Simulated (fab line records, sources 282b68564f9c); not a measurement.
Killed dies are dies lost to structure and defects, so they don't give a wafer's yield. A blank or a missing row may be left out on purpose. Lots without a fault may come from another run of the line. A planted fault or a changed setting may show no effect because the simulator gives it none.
Which tool did it? | flow rit_cmos | 13 lots, 39 wafers sampled, at 2 steps of a route of 202

WHAT THE GAUGES READ, wafer by wafer
The record holds no reading of a measuring or inspecting step that can be judged against a usual standard deviation.

WHICH TOOL RAN EACH LOT (tool, then ch and the chambers of the sampled wafers, then the start)
lot  | RIT_NLDD_EXPOSE_03                 | RIT_M1_PROBE_99
L976 | iline_stepper-02 ch 0, day 3 08:07 | -
L977 | iline_stepper-02 ch 0, day 3 09:53 | -
L978 | iline_stepper-02 ch 0, day 3 17:07 | -
L979 | iline_stepper-01 ch 0, day 3 18:46 | -
L980 | iline_stepper-02 ch 0, day 3 23:32 | -
L982 | iline_stepper-02 ch 0, day 4 09:58 | prober-01, day 5 01:47
L990 | iline_stepper-02 ch 0, day 6 00:59 | prober-02, day 6 18:04
L992 | iline_stepper-02 ch 0, day 6 10:55 | -
L993 | iline_stepper-01 ch 0, day 6 16:10 | prober-01, day 7 09:04
L994 | iline_stepper-02 ch 0, day 6 21:36 | prober-02, day 7 13:33
L995 | iline_stepper-01 ch 0, day 7 02:08 | -
L996 | iline_stepper-01 ch 0, day 7 07:56 | -
L997 | iline_stepper-01 ch 0, day 7 11:07 | -
- RIT_NLDD_EXPOSE_03: exposes mask M7, target cd 40700 nm.
- RIT_M1_PROBE_99

WHAT THE TOOLS THEMSELVES READ (means of the sampled wafers that have a number; where no wafer has one, the mark that the record gives instead)
RIT_NLDD_EXPOSE_03. Usual: focus_offset_nm 0.1 nm, standard deviation 0.54.
lot  | tool             | focus_offset_nm (nm) | flag
L976 | iline_stepper-02 | 0.6                  |
L977 | iline_stepper-02 | 0.1                  |
L978 | iline_stepper-02 | 0.0                  |
L979 | iline_stepper-01 | 0.3                  |
L980 | iline_stepper-02 | -0.6                 |
L982 | iline_stepper-02 | -0.7                 |
L990 | iline_stepper-02 | -0.0                 |
L992 | iline_stepper-02 | -0.7                 |
L993 | iline_stepper-01 | -0.3                 |
L994 | iline_stepper-02 | -0.1                 |
L995 | iline_stepper-01 | 0.4                  |
L996 | iline_stepper-01 | 0.6                  |
L997 | iline_stepper-01 | -0.5                 |

RIT_M1_PROBE_99. Usual: killed_at_M0_to_M3 0.0, standard deviation 0.083; killed_at_contacts 0.1, standard deviation 0.24; killed_at_front_end 7.1, standard deviation 2.8; killed_dies 7.2, standard deviation 2.8; killed_on_rim 1.8, standard deviation 1.4; killed_open 3.6, standard deviation 2.1; killed_short 3.6, standard deviation 1.9.
lot  | tool      | killed_at_M0_to_M3 | killed_at_contacts | killed_at_front_end | killed_dies | killed_on_rim | killed_open | killed_short | flag
L982 | prober-01 | 0.0                | 0.0                | 10.3                | 10.3        | 3.0           | 5.7         | 4.7          |
L990 | prober-02 | 0.0                | 0.0                | 8.0                 | 8.0         | 2.3           | 4.0         | 4.0          |
L993 | prober-01 | 0.0                | 0.0                | 7.0                 | 7.0         | 3.3           | 3.0         | 4.0          |
L994 | prober-02 | 0.0                | 0.0                | 7.0                 | 7.0         | 1.7           | 1.7         | 5.3          |

THE ANSWER, worked out from the rows above alone
Rule: a lot is off if the mean of its wafers that have a number lies more than 3 standard deviations from the usual mean. A lot without any number at a reading at which 4 lots or more have one is off too. The other lots that the step has rows for count as sound. The gauges are gone through in route order, then the tools' own readings, and for those a lot's mean is taken as printed above. The first step at which some lot is off is used, and at that step the reading that is off furthest; a lot without a number counts as furthest.
No lot is off at any reading shown: from this, nothing can be told.

WHAT THE SIMULATOR HAD PUT IN
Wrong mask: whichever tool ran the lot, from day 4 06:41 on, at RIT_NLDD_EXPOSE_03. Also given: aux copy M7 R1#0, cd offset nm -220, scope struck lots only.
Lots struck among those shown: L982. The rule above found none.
